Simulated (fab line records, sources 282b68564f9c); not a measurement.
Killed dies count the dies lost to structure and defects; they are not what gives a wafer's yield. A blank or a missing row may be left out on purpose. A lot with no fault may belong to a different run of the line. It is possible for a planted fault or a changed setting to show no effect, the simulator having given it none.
fab line records	flow rit_cmos	part 1 of 2: steps 1 to 26 of 36
record: lots: 5	wafers: 15	last_day: 7
route steps=202 shown SILICIDE@166 CONTACT@168 M1@184
lots untouched by any fault: they come from a run of this same line in which no faults occurred
start_h: the number of hours between the record's first day and the start of the first shown wafer of the lot	wait_h: hours elapsed since this lot's preceding step	" repeats the value in the row above	L1.1+2: several wafers, shown together as one row	- no value, or no start given	* or withheld: withheld	< > ~ a bound
route shown NAME@n: NAME is a module with steps in the file, n the number in the route of the first one	usual: mean and standard deviation over wafers with no fault	same: alike in all rows	chamber/n: place in a boat	sites: per-site readings	_std_site: standard deviation of those values	_edge_site: outer sites' mean less inner sites'	radius_mm: for every site, how far away it sits from the centre of the wafer	mask NAME#n: copy n	behind: tool/chamber where the wafer was last shaped	hold: what put the lot on hold/how long, in hours/how the hold closed	device: names the non-switching transistor (n, p or np)	end of line: the tests these same wafers got at the end of their route	a step without rows: its recipe alone	killed: at the first sort, the dies lost to defects and structure; wafer yield is something else	map: dies across one wafer; x = killed, . = not, _ = none there
set.NAME: the setting the step ran with; set.NAME@STEP: the setting that earlier step ran with	model.NAME: the simulator's own value behind a step, which no gauge read
lots at selected steps of the route; one table per step, one row per wafer
services: from which hour (start_h, from the record's first day; less than 0 if before it) a tool's chamber was out of use, for how many hours, and why
== steps ==
step: RIT_SILICIDE_WET_ETCH_05
recipe: chemistry: SPM	target: Ti	temp_c: 90	time_s: 120	dry: n2_spin
lot.wafer	tool	chamber	start_h	wait_h
L075.1+3+4	wet_bench-02	2	62.66	0.1
L083.2+5+6	wet_bench-02	3	101.31	0.0
L089.1+2+5	wet_bench-02	1	131.59	0.1
L090.1+4+6	wet_bench-02	0	135.17	0.1
L095.2+3+6	wet_bench-02	3	161.72	0.0
step: RIT_SILICIDE_RTA_06
recipe: temp_c: 750	time_s: 10	idle_temp_c: 25	ramp_up_s: 5	ramp_down_s: 10	cool_to_c: 25	ambient: N2
usual: chamber_o2_ppm: 2.002/0.022	wafer_temp_C_max: 754.7/1.4
lot.wafer	tool	chamber	start_h	wait_h	chamber_o2_ppm	wafer_temp_C_max
L075.1	rtp_anneal-02	0	62.71	0.0	2.014	754.7
L075.3	"	0	"	"	2.013	756.6
L075.4	"	0	"	"	2.005	755.1
L083.2	rtp_anneal-02	0	101.36	0.0	2.032	756.1
L083.5	"	0	"	"	2.012	755.8
L083.6	"	0	"	"	2.019	754.6
L089.1	rtp_anneal-02	0	131.68	0.0	2.018	754.9
L089.2	"	0	"	"	2.033	754.3
L089.5	"	0	"	"	2.032	755.5
L090.1	rtp_anneal-01	0	135.26	0.0	1.962	752.7
L090.4	"	0	"	"	1.992	753.0
L090.6	"	0	"	"	1.979	753.3
L095.2	rtp_anneal-02	0	161.77	0.0	1.992	755.8
L095.3	"	0	"	"	2.052	756.7
L095.6	"	0	"	"	2.015	757.2
step: RIT_CONTACT_CVD_00
recipe: material: SiO2	target_thk_nm: 400	precursor: TEOS	temp_c: 390	time_s: 61	rf_w: 400
usual: heater_power_w: 315/47
lot.wafer	tool	chamber	start_h	wait_h	heater_power_w
L075.1	pecvd-02	0	62.77	0.1	293
L075.3	"	1	"	"	294
L075.4	"	1	"	"	299
L083.2	pecvd-03	1	101.42	0.0	359
L083.5	"	0	"	"	312
L083.6	"	1	"	"	361
L089.1	pecvd-03	2	131.82	0.1	281
L089.2	"	1	"	"	273
L089.5	"	2	"	"	296
L090.1	pecvd-02	2	135.33	0.1	383
L090.4	"	2	"	"	405
L090.6	"	1	"	"	248
L095.2	pecvd-03	0	161.83	0.0	238
L095.3	"	1	"	"	307
L095.6	"	0	"	"	257
step: RIT_CONTACT_THK_MEAS_01
recipe: reads: SiO2_of_CONTACT_CVD_00
usual: CONTACT_TEOS_THK: 400/5.1
lot.wafer	tool	chamber	start_h	wait_h	CONTACT_TEOS_THK[nm]
L075.1	film_metro-03	-	62.82	0.0	397
L075.3	"	-	"	"	391
L075.4	"	-	"	"	398
L083.2	film_metro-03	-	101.48	0.0	397
L083.5	"	-	"	"	406
L083.6	"	-	"	"	406
L089.1	film_metro-02	-	131.87	0.0	402
L089.2	"	-	"	"	395
L089.5	"	-	"	"	409
L090.1	film_metro-02	-	135.38	0.0	397
L090.4	"	-	"	"	402
L090.6	"	-	"	"	394
L095.2	film_metro-02	-	161.89	0.0	393
L095.3	"	-	"	"	397
L095.6	"	-	"	"	401
step: RIT_CONTACT_HMDS_02
recipe: prime_time_s: 60	prime_temp_c: 140
usual: exhaust_pa: 45.2/0.92
lot.wafer	tool	chamber	start_h	wait_h	exhaust_pa
L075.1	litho_track-02	0	62.99	0.2	45.1
L075.3	"	0	"	"	46.3
L075.4	"	0	"	"	45.0
L083.2	litho_track-03	0	101.55	0.1	47.0
L083.5	"	0	"	"	46.9
L083.6	"	0	"	"	46.0
L089.1	litho_track-02	0	131.93	0.1	44.4
L089.2	"	0	"	"	44.5
L089.5	"	0	"	"	45.4
L090.1	litho_track-01	0	135.44	0.1	45.1
L090.4	"	0	"	"	45.0
L090.6	"	0	"	"	45.6
L095.2	litho_track-02	0	161.97	0.1	45.2
L095.3	"	0	"	"	45.9
L095.6	"	0	"	"	45.4
step: RIT_CONTACT_COAT_03
recipe: resist: NOVOLAK	spin_rpm: 3250	resist_thk_nm: 1000
usual: exhaust_pa: 45.0/0.87
lot.wafer	tool	chamber	start_h	wait_h	exhaust_pa
L075.1	litho_track-02	0	63.14	0.1	44.3
L075.3	"	0	"	"	46.1
L075.4	"	0	"	"	44.6
L083.2	litho_track-03	0	101.70	0.1	45.3
L083.5	"	0	"	"	45.9
L083.6	"	0	"	"	45.1
L089.1	litho_track-02	0	132.08	0.1	44.3
L089.2	"	0	"	"	46.1
L089.5	"	0	"	"	44.8
L090.1	litho_track-01	0	135.59	0.1	44.1
L090.4	"	0	"	"	43.8
L090.6	"	0	"	"	42.4
L095.2	litho_track-02	0	162.12	0.1	45.7
L095.3	"	0	"	"	45.7
L095.6	"	0	"	"	46.1
step: RIT_CONTACT_SOFTBAKE_04
recipe: resist: NOVOLAK	temp_c: 90	time_s: 60
usual: exhaust_pa: 45.1/0.86	plate_temp_C: 90.03/0.12
lot.wafer	tool	chamber	start_h	wait_h	exhaust_pa	plate_temp_C
L075.1	litho_track-02	0	63.29	0.1	44.4	89.88
L075.3	"	0	"	"	46.7	89.96
L075.4	"	0	"	"	44.6	90.10
L083.2	litho_track-03	0	101.85	0.1	45.3	89.95
L083.5	"	0	"	"	43.5	90.03
L083.6	"	0	"	"	43.7	90.13
L089.1	litho_track-02	0	132.23	0.1	46.0	89.97
L089.2	"	0	"	"	46.0	90.11
L089.5	"	0	"	"	45.2	90.04
L090.1	litho_track-01	0	135.74	0.1	44.6	90.16
L090.4	"	0	"	"	44.0	90.22
L090.6	"	0	"	"	43.8	90.09
L095.2	litho_track-02	0	162.27	0.1	46.2	90.06
L095.3	"	0	"	"	44.5	90.14
L095.6	"	0	"	"	44.4	90.11
step: RIT_CONTACT_EXPOSE_05
recipe: mask_id: M11	na: 0.6	source_shape: conventional	sigma_outer: 0.5	target_cd_nm: 1000	dose_mj: 250
usual: reticle_temp_C: 23.00/0.11
lot.wafer	tool	chamber	start_h	wait_h	mask	reticle_temp_C
L075.1	iline_stepper-01	0	63.44	0.1	M11#0	23.07
L075.3	"	0	"	"	M11#0	23.09
L075.4	"	0	"	"	M11#0	23.15
L083.2	iline_stepper-01	0	102.13	0.2	M11#0	23.09
L083.5	"	0	"	"	M11#0	23.13
L083.6	"	0	"	"	M11#0	22.95
L089.1	iline_stepper-01	0	132.50	0.2	M11#0	22.94
L089.2	"	0	"	"	M11#0	22.85
L089.5	"	0	"	"	M11#0	22.97
L090.1	iline_stepper-02	0	136.01	0.2	M11#0	22.68
L090.4	"	0	"	"	M11#0	22.84
L090.6	"	0	"	"	M11#0	22.79
L095.2	iline_stepper-01	0	162.41	0.1	M11#0	23.12
L095.3	"	0	"	"	M11#0	23.31
L095.6	"	0	"	"	M11#0	23.29
step: RIT_CONTACT_PEB_06
recipe: resist: NOVOLAK	temp_c: withheld	time_s: withheld
usual: exhaust_pa: 45.1/0.98
lot.wafer	tool	chamber	start_h	wait_h	exhaust_pa
L075.1	litho_track-02	0	63.56	0.1	45.1
L075.3	"	0	"	"	43.2
L075.4	"	0	"	"	44.6
L083.2	litho_track-01	0	102.25	0.1	43.8
L083.5	"	0	"	"	45.5
L083.6	"	0	"	"	44.6
L089.1	litho_track-01	0	132.62	0.1	45.5
L089.2	"	0	"	"	44.6
L089.5	"	0	"	"	44.9
L090.1	litho_track-02	0	136.13	0.1	45.3
L090.4	"	0	"	"	45.5
L090.6	"	0	"	"	46.2
L095.2	litho_track-02	0	162.53	0.1	45.4
L095.3	"	0	"	"	45.0
L095.6	"	0	"	"	43.4
step: RIT_CONTACT_DEVELOP_07
recipe: resist: NOVOLAK	develop_time_s: 120	dev_temp_c: 23
usual: exhaust_pa: 44.9/0.85
lot.wafer	tool	chamber	start_h	wait_h	exhaust_pa
L075.1	litho_track-02	0	-	-	44.2
L075.3	"	0	"	"	44.0
L075.4	"	0	"	"	45.0
L083.2	litho_track-01	0	-	-	44.9
L083.5	"	0	"	"	45.1
L083.6	"	0	"	"	43.9
L089.1	litho_track-01	0	-	-	43.8
L089.2	"	0	"	"	44.3
L089.5	"	0	"	"	44.0
L090.1	litho_track-02	0	-	-	45.6
L090.4	"	0	"	"	45.3
L090.6	"	0	"	"	45.9
L095.2	litho_track-02	0	-	-	44.8
L095.3	"	0	"	"	44.2
L095.6	"	0	"	"	45.2
step: RIT_CONTACT_CD_MEAS_08
recipe: target_cd_nm: 1000
usual: cd_nm: 999.8/2.3
lot.wafer	tool	chamber	start_h	wait_h	cd_nm
L075.1	cd_sem-01	-	63.96	-	999.9
L075.3	"	-	"	"	1000.6
L075.4	"	-	"	"	1000.4
L083.2	cd_sem-02	-	102.64	-	997.8
L083.5	"	-	"	"	1001.8
L083.6	"	-	"	"	998.3
L089.1	cd_sem-02	-	133.02	-	1004.0
L089.2	"	-	"	"	1003.2
L089.5	"	-	"	"	1004.2
L090.1	cd_sem-01	-	136.53	-	1001.0
L090.4	"	-	"	"	998.7
L090.6	"	-	"	"	1001.0
L095.2	cd_sem-01	-	162.93	-	998.9
L095.3	"	-	"	"	998.7
L095.6	"	-	"	"	998.1
step: RIT_CONTACT_OVL_MEAS_09
usual: CONTACT_OVL: -0.7/1.5
lot.wafer	tool	chamber	start_h	wait_h	CONTACT_OVL[nm]
L075.1	overlay-01	-	64.08	0.1	-1.6
L075.3	"	-	"	"	-1.4
L075.4	"	-	"	"	-2.6
L083.2	overlay-01	-	102.75	0.1	-1.9
L083.5	"	-	"	"	-1.6
L083.6	"	-	"	"	-1.4
L089.1	overlay-01	-	133.14	0.1	0.1
L089.2	"	-	"	"	-0.4
L089.5	"	-	"	"	1.1
L090.1	overlay-01	-	136.65	0.1	-0.5
L090.4	"	-	"	"	-1.9
L090.6	"	-	"	"	-1.0
L095.2	overlay-01	-	163.03	0.1	-0.6
L095.3	"	-	"	"	1.0
L095.6	"	-	"	"	0.9
step: RIT_CONTACT_HARDBAKE_10
recipe: resist: NOVOLAK	temp_c: 140	time_s: 60
usual: exhaust_pa: 45.1/0.94	plate_temp_C: 139.96/0.15
lot.wafer	tool	chamber	start_h	wait_h	exhaust_pa	plate_temp_C
L075.1	litho_track-01	0	64.11	0.0	45.2	139.92
L075.3	"	0	"	"	43.5	139.87
L075.4	"	0	"	"	44.1	139.90
L083.2	litho_track-01	0	102.80	0.0	45.7	139.87
L083.5	"	0	"	"	45.5	139.84
L083.6	"	0	"	"	44.9	139.88
L089.1	litho_track-01	0	133.17	0.0	45.4	139.78
L089.2	"	0	"	"	44.3	139.93
L089.5	"	0	"	"	44.7	140.00
L090.1	litho_track-02	0	136.69	0.0	43.9	140.03
L090.4	"	0	"	"	43.0	140.10
L090.6	"	0	"	"	45.2	140.18
L095.2	litho_track-02	0	163.09	0.0	45.0	139.66
L095.3	"	0	"	"	44.3	139.82
L095.6	"	0	"	"	44.7	139.58
step: RIT_CONTACT_ETCH_11
recipe: target_depth_a: 4800	over_etch_frac: 0.2	stop_on: TiSi2	chemistry: CHF3/CF4/Ar	target: SiO2	CHF3_flow_sccm: 50	cf4_flow_sccm: 10	Ar_flow_sccm: 100	O2_flow_sccm: 5	pressure_mtorr: 100	rf_w: 200	time_s: 326.9
usual: drypump_motor_current_A: 5.9/0.37	oes_product_au: 0.990/0.014	throttle_valve_pct: 8.83/0.13
lot.wafer	tool	chamber	start_h	wait_h	drypump_motor_current_A	oes_product_au	rf_hours_counter_h	throttle_valve_pct
L075.1	rie_diel-04	2	64.26	0.1	5.5	0.989	41	8.90
L075.3	"	3	"	"	6.3	0.974	16	8.60
L075.4	"	0	"	"	5.1	0.978	22	8.84
L083.2	rie_diel-03	2	102.93	0.1	5.4	1.002	1	8.95
L083.5	"	0	"	"	5.6	1.012	-	9.05
L083.6	"	1	"	"	6.3	0.993	-	8.91
L089.1	rie_diel-01	0	133.32	0.1	6.1	1.011	146	8.85
L089.2	"	2	"	"	5.9	0.981	137	8.76
L089.5	"	2	"	"	5.9	0.987	-	8.76
L090.1	rie_diel-03	2	136.84	0.1	5.4	1.005	2	8.95
L090.4	"	3	"	"	6.3	0.977	70	8.77
L090.6	"	1	"	"	6.3	0.990	-	8.93
L095.2	rie_diel-03	3	163.21	0.1	6.3	0.972	70	8.76
L095.3	"	0	"	"	5.6	1.003	10	9.05
L095.6	"	3	"	"	6.4	0.958	-	8.77
step: RIT_CONTACT_STRIP_12
recipe: chemistry: O2	time_s: 180	resist: NOVOLAK	platen_temp_c: withheld	power_w: 500	pressure_mtorr: 4000	o2_flow_sccm: 4000
usual: drypump_motor_current_A: 5.55/0.22
lot.wafer	tool	chamber	start_h	wait_h	drypump_motor_current_A	rf_hours_counter_h
L075.1	plasma_asher-02	1	64.46	0.1	5.81	42
L075.3	"	0	"	"	5.48	-
L075.4	"	1	"	"	5.81	-
L083.2	plasma_asher-03	0	103.12	0.1	5.54	45
L083.5	"	0	"	"	5.54	-
L083.6	"	1	"	"	5.15	-
L089.1	plasma_asher-04	0	133.52	0.1	5.54	33
L089.2	"	1	"	"	5.76	33
L089.5	"	0	"	"	5.54	-
L090.1	plasma_asher-03	1	137.03	0.1	5.21	2
L090.4	"	1	"	"	5.18	-
L090.6	"	1	"	"	5.18	-
L095.2	plasma_asher-03	0	163.41	0.1	5.52	4
L095.3	"	0	"	"	5.54	-
L095.6	"	0	"	"	5.52	-
step: RIT_CONTACT_CD_MEAS_90
recipe: target_cd_nm: 1000
usual: cd_nm: 999.8/2.3
lot.wafer	tool	chamber	start_h	wait_h	cd_nm
L075.1	cd_sem-02	-	64.63	0.1	999.8
L075.3	"	-	"	"	1000.3
L075.4	"	-	"	"	999.6
L083.2	cd_sem-01	-	103.32	0.1	997.5
L083.5	"	-	"	"	1002.1
L083.6	"	-	"	"	998.4
L089.1	cd_sem-02	-	133.69	0.1	1003.6
L089.2	"	-	"	"	1003.7
L089.5	"	-	"	"	1004.2
L090.1	cd_sem-02	-	137.21	0.1	1001.7
L090.4	"	-	"	"	999.1
L090.6	"	-	"	"	1001.5
L095.2	cd_sem-01	-	163.60	0.1	999.2
L095.3	"	-	"	"	999.0
L095.6	"	-	"	"	997.8
step: RIT_CONTACT_CLEAN_13
recipe: chemistry: SC1	mix: 3:3:50	time_s: 600	temp_c: 75
lot.wafer	tool	chamber	start_h	wait_h
L075.1+3+4	wet_bench-03	1	64.86	0.2
L083.2+5+6	wet_bench-03	3	103.42	0.1
L089.1+2+5	wet_bench-03	3	133.81	0.1
L090.1+4+6	wet_bench-02	0	137.33	0.1
L095.2+3+6	wet_bench-04	1	163.70	0.1
step: RIT_CONTACT_CLEAN_14
recipe: chemistry: SC2	mix: 3:3:50	time_s: 600	temp_c: 75	dry: n2_spin
lot.wafer	tool	chamber	start_h	wait_h
L075.1+3+4	wet_bench-03	0	65.05	0.0
L083.2+5+6	wet_bench-02	3	103.59	0.0
L089.1+2+5	wet_bench-02	0	134.00	0.0
L090.1+4+6	wet_bench-04	3	137.71	0.0
L095.2+3+6	wet_bench-03	0	163.89	0.0
step: RIT_M1_SPUTTER_00
recipe: material: Al	target_thk_nm: 400	power_w: 2000	chamber_pressure_pa: 0.4	gas: Ar	time_s: 500	substrate_temp_c: 25
usual: throttle_valve_pct: 29.9/1.5
lot.wafer	tool	chamber	start_h	wait_h	throttle_valve_pct
L075.1	pvd_sputter-04	-	65.24	0.0	28.7
L075.3	"	-	"	"	31.4
L075.4	"	-	"	"	29.9
L083.2	pvd_sputter-04	-	103.77	0.0	31.4
L083.5	"	-	"	"	29.7
L083.6	"	-	"	"	28.4
L089.1	pvd_sputter-01	-	134.39	0.0	28.5
L089.2	"	-	"	"	32.4
L089.5	"	-	"	"	31.0
L090.1	pvd_sputter-04	-	137.88	0.0	28.4
L090.4	"	-	"	"	29.8
L090.6	"	-	"	"	27.9
L095.2	pvd_sputter-01	-	164.08	0.0	28.7
L095.3	"	-	"	"	32.6
L095.6	"	-	"	"	28.1
step: RIT_M1_RS_MEAS_01
recipe: thk_meas_gauge: four-point-probe	reads: Al_of_M1_SPUTTER_00
usual: M1_AL_RS: 0.0735/0.00073
lot.wafer	tool	chamber	start_h	wait_h	M1_AL_RS[ohm/sq]
L075.1	film_metro-01	-	65.53	0.1	0.0739
L075.3	"	-	"	"	0.0734
L075.4	"	-	"	"	0.0731
L083.2	film_metro-01	-	104.08	0.2	0.0729
L083.5	"	-	"	"	0.0729
L083.6	"	-	"	"	0.0739
L089.1	film_metro-04	-	134.68	0.1	0.0715
L089.2	"	-	"	"	0.0727
L089.5	"	-	"	"	0.0720
L090.1	film_metro-04	-	138.18	0.1	0.0732
L090.4	"	-	"	"	0.0730
L090.6	"	-	"	"	0.0736
L095.2	film_metro-02	-	164.40	0.2	0.0747
L095.3	"	-	"	"	0.0741
L095.6	"	-	"	"	0.0733
step: RIT_M1_THK_MEAS_02
recipe: thk_meas_gauge: xrf	reads: Al_of_M1_SPUTTER_00
usual: M1_AL_THK: 400/4.9
lot.wafer	tool	chamber	start_h	wait_h	M1_AL_THK[nm]
L075.1	film_metro-01	-	65.65	0.1	399
L075.3	"	-	"	"	403
L075.4	"	-	"	"	400
L083.2	film_metro-01	-	104.19	0.1	404
L083.5	"	-	"	"	405
L083.6	"	-	"	"	399
L089.1	film_metro-04	-	134.80	0.1	412
L089.2	"	-	"	"	405
L089.5	"	-	"	"	410
L090.1	film_metro-04	-	138.30	0.1	399
L090.4	"	-	"	"	404
L090.6	"	-	"	"	401
L095.2	film_metro-02	-	164.51	0.1	389
L095.3	"	-	"	"	394
L095.6	"	-	"	"	395
step: RIT_M1_HMDS_03
recipe: prime_time_s: 60	prime_temp_c: 140
usual: exhaust_pa: 45.3/0.87
lot.wafer	tool	chamber	start_h	wait_h	exhaust_pa
L075.1	litho_track-03	0	65.71	0.1	44.6
L075.3	"	0	"	"	44.3
L075.4	"	0	"	"	44.9
L083.2	litho_track-01	0	104.27	0.1	44.4
L083.5	"	0	"	"	45.5
L083.6	"	0	"	"	44.2
L089.1	litho_track-01	0	134.86	0.1	45.4
L089.2	"	0	"	"	46.2
L089.5	"	0	"	"	44.4
L090.1	litho_track-01	0	138.36	0.1	43.9
L090.4	"	0	"	"	44.7
L090.6	"	0	"	"	46.3
L095.2	litho_track-04	0	164.58	0.1	46.4
L095.3	"	0	"	"	46.3
L095.6	"	0	"	"	44.5
step: RIT_M1_COAT_04
recipe: resist: NOVOLAK	spin_rpm: 2000	resist_thk_nm: 1300
usual: exhaust_pa: 44.8/0.89
lot.wafer	tool	chamber	start_h	wait_h	exhaust_pa
L075.1	litho_track-03	0	65.86	0.1	44.6
L075.3	"	0	"	"	44.4
L075.4	"	0	"	"	45.4
L083.2	litho_track-01	0	104.42	0.1	44.0
L083.5	"	0	"	"	45.4
L083.6	"	0	"	"	44.2
L089.1	litho_track-01	0	135.01	0.1	44.2
L089.2	"	0	"	"	44.0
L089.5	"	0	"	"	44.6
L090.1	litho_track-01	0	138.51	0.1	44.3
L090.4	"	0	"	"	43.3
L090.6	"	0	"	"	45.1
L095.2	litho_track-04	0	164.73	0.1	45.3
L095.3	"	0	"	"	45.6
L095.6	"	0	"	"	44.9
step: RIT_M1_SOFTBAKE_05
recipe: resist: NOVOLAK	temp_c: 90	time_s: 60
usual: exhaust_pa: 45.0/0.87	plate_temp_C: 90.02/0.11
lot.wafer	tool	chamber	start_h	wait_h	exhaust_pa	plate_temp_C
L075.1	litho_track-03	0	66.01	0.1	44.0	90.14
L075.3	"	0	"	"	44.1	90.17
L075.4	"	0	"	"	46.2	90.17
L083.2	litho_track-01	0	104.57	0.1	44.6	89.94
L083.5	"	0	"	"	45.5	90.00
L083.6	"	0	"	"	45.3	89.74
L089.1	litho_track-01	0	135.16	0.1	45.6	89.89
L089.2	"	0	"	"	45.3	90.22
L089.5	"	0	"	"	45.8	89.94
L090.1	litho_track-01	0	138.66	0.1	45.0	90.04
L090.4	"	0	"	"	44.4	90.00
L090.6	"	0	"	"	45.1	90.09
L095.2	litho_track-04	0	164.88	0.1	43.8	89.77
L095.3	"	0	"	"	44.0	89.93
L095.6	"	0	"	"	44.4	89.91
step: RIT_M1_EXPOSE_06
recipe: mask_id: M12	na: 0.6	source_shape: conventional	sigma_outer: 0.5	target_cd_nm: 2600	dose_mj: 250
usual: reticle_temp_C: 22.99/0.1
lot.wafer	tool	chamber	start_h	wait_h	mask	reticle_temp_C
L075.1	iline_stepper-02	0	66.16	0.1	M12#0	22.88
L075.3	"	0	"	"	M12#0	22.93
L075.4	"	0	"	"	M12#0	22.87
L083.2	iline_stepper-02	0	104.71	0.1	M12#0	23.16
L083.5	"	0	"	"	M12#0	22.99
L083.6	"	0	"	"	M12#0	23.04
L089.1	iline_stepper-02	0	135.44	0.2	M12#0	23.11
L089.2	"	0	"	"	M12#0	22.95
L089.5	"	0	"	"	M12#0	23.01
L090.1	iline_stepper-01	0	138.93	0.2	M12#0	22.96
L090.4	"	0	"	"	M12#0	23.13
L090.6	"	0	"	"	M12#0	23.05
L095.2	iline_stepper-01	0	165.15	0.2	M12#0	23.19
L095.3	"	0	"	"	M12#0	22.99
L095.6	"	0	"	"	M12#0	23.03
step: RIT_M1_PEB_07
recipe: resist: NOVOLAK	temp_c: withheld	time_s: withheld
usual: exhaust_pa: 44.8/0.85
lot.wafer	tool	chamber	start_h	wait_h	exhaust_pa
L075.1	litho_track-01	0	66.28	0.1	44.6
L075.3	"	0	"	"	43.9
L075.4	"	0	"	"	44.9
L083.2	litho_track-04	0	104.83	0.1	44.6
L083.5	"	0	"	"	44.8
L083.6	"	0	"	"	45.0
L089.1	litho_track-03	0	135.55	0.1	43.7
L089.2	"	0	"	"	46.8
L089.5	"	0	"	"	45.3
L090.1	litho_track-04	0	139.05	0.1	44.8
L090.4	"	0	"	"	44.5
L090.6	"	0	"	"	45.3
L095.2	litho_track-04	0	165.28	0.1	44.3
L095.3	"	0	"	"	44.9
L095.6	"	0	"	"	44.2
